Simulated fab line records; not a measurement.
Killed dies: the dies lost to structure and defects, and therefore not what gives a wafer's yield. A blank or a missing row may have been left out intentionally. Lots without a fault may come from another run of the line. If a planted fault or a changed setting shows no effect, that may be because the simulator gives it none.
Lot-split experiment	flow berkeley-cmos170	23 wafers read across 5 lots, on a route 331 steps long

## ON THE SPLIT
At UCB170_GATE_PEB_10, the setting peb-temp-c was moved away from the recipe's 130 C on 4 of the 23 wafers read, by -2.5% to -0.9%. The other wafers ran this setting at the recipe's value.

## FROM THE SPLIT TO THE READING: what the file shows between them, 5 steps
- UCB170_GATE_DEVELOP_11: develop time 45 s
- UCB170_GATE_CD_MEAS_12: target cd 350 nm
- UCB170_GATE_ETCH_14: etches BARC in N2/H2 (also split here: source-w)
- UCB170_GATE_ETCH_15: etches poly-Si in HBr/Cl2, stops on SiO2, time 56.3 s, target depth 278.2 nm
- UCB170_GATE_STRIP_16: strips in O2

## THE READING
cd-nm (nm) at UCB170_GATE_CD_MEAS_90, where the cd target is 350 nm. Typical for fault-free wafers on this fab line: 350.1 nm, with standard deviation 1.5 nm.

wafer	tool, chamber at the split	peb-temp-c as run, C	against the recipe	cd-nm, nm	against lot-mates on the recipe
L074.1	litho-track-03, 0	130	recipe	349.8	-
L074.2	litho-track-03, 0	126.8	-2.5%	374.4	+24.6
L074.4	litho-track-03, 0	130	recipe	349.5	-
L074.5	litho-track-03, 0	126.8	-2.5%	372.6	+22.8
L074.6	litho-track-03, 0	130	recipe	350.1	-
L075.1	litho-track-01, 0	130	recipe	349.4	-
L075.2	litho-track-01, 0	130	recipe	350.4	-
L075.4	litho-track-01, 0	130	recipe	350.1	-
L075.5	litho-track-01, 0	130	recipe	349.0	-
L075.6	litho-track-01, 0	130	recipe	351.0	-
L078.1	litho-track-03, 0	130	recipe	348.4	-
L078.3	litho-track-03, 0	130	recipe	349.4	-
L078.4	litho-track-03, 0	130	recipe	348.4	-
L078.5	litho-track-03, 0	130	recipe	351.0	-
L078.6	litho-track-03, 0	130	recipe	349.0	-
L079.2	litho-track-01, 0	130	recipe	350.9	-
L079.4	litho-track-01, 0	130	recipe	350.0	-
L079.5	litho-track-01, 0	130	recipe	349.9	-
L083.2	litho-track-03, 0	130	recipe	352.7	-
L083.3	litho-track-03, 0	130	recipe	351.1	-
L083.4	litho-track-03, 0	130	recipe	351.1	-
L083.5	litho-track-03, 0	128.8	-0.9%	359.9	+8.3
L083.6	litho-track-03, 0	128.8	-0.9%	359.7	+8.1

THE FIT
A straight line over all 23 wafers: cd-nm changes by -9.62 nm for each +1% of peb-temp-c; r = -0.99; the points scatter about the line by 1.1 nm.
The same after taking each lot's own level away (the mean of its wafers on the recipe; 23 wafers): -9.55 nm for each +1%; r = -0.99; scatter 0.76 nm.
The reading moves by 24 nm for the largest change in peb-temp-c, on that fit.
Measured against the standard deviation above, the lots' own levels, which go from 349.24 to 351.63 nm, span 1.6 times it.
The two slopes are in agreement: the lot-to-lot level therefore moves the slope only a little.
Check: for one of the wafers moved furthest among these (-2.5%), held out of the fit, the line's prediction against its lot-mates is +22.6 nm. Against them it came out at +24.6 nm.

## THE OTHER SPLITS THESE WAFERS WENT THROUGH
These wafers also went through other splits before the reading. Each is held against what the fit with the lots' levels taken away leaves over:
other split on the same wafers	wafers away from the commonest value	r with cd-nm (lot level and that fit taken away)
UCB170_ZERO_COAT_01 spin-rpm	10	+0.02
UCB170_ZERO_DEVELOP_05 develop-time-s	11	+0.04
UCB170_NWELL_CVD_04 sih2cl2-flow-sccm	18	+0.00
UCB170_PWELL_OXIDATION_02 ox-time-s	15	-0.05
UCB170_PWELL_PEB_11 peb-temp-c	4	-0.02
UCB170_WELLDRIVE_OXIDATION_01 ox-time-s	10	-0.03
UCB170_ACTIVE_OXIDATION_02 ox-time-s	18	+0.06
UCB170_ACTIVE_COAT_08 resist-thk-nm	5	-0.27
UCB170_PVT_IMPLANT_07 dose-cm2	5	-0.06
UCB170_GATE_ETCH_14 source-w	3	+0.02

## THE WHOLE CHAIN: every reading that the file lists as answering this split, in the file's order
step	what it does	reading	change (the file's fit)	r (the file's)
UCB170_GATE_CD_MEAS_12	target cd 350 nm	cd-nm	-9.48 nm for each +1% of the setting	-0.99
UCB170_GATE_ETCH_15	etches poly-Si in HBr/Cl2, stops on SiO2, time 56.3 s, target depth 278.2 nm	GATE.cd-nm (the simulator's own value, which no gauge read)	-9.46 nm for each +1% of the setting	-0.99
UCB170_GATE_CD_MEAS_90	target cd 350 nm	cd-nm	-9.52 nm for each +1% of the setting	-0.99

## FILE'S OWN FIT
cd-nm changes by -9.52 nm for each +1% of peb-temp-c, r = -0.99.
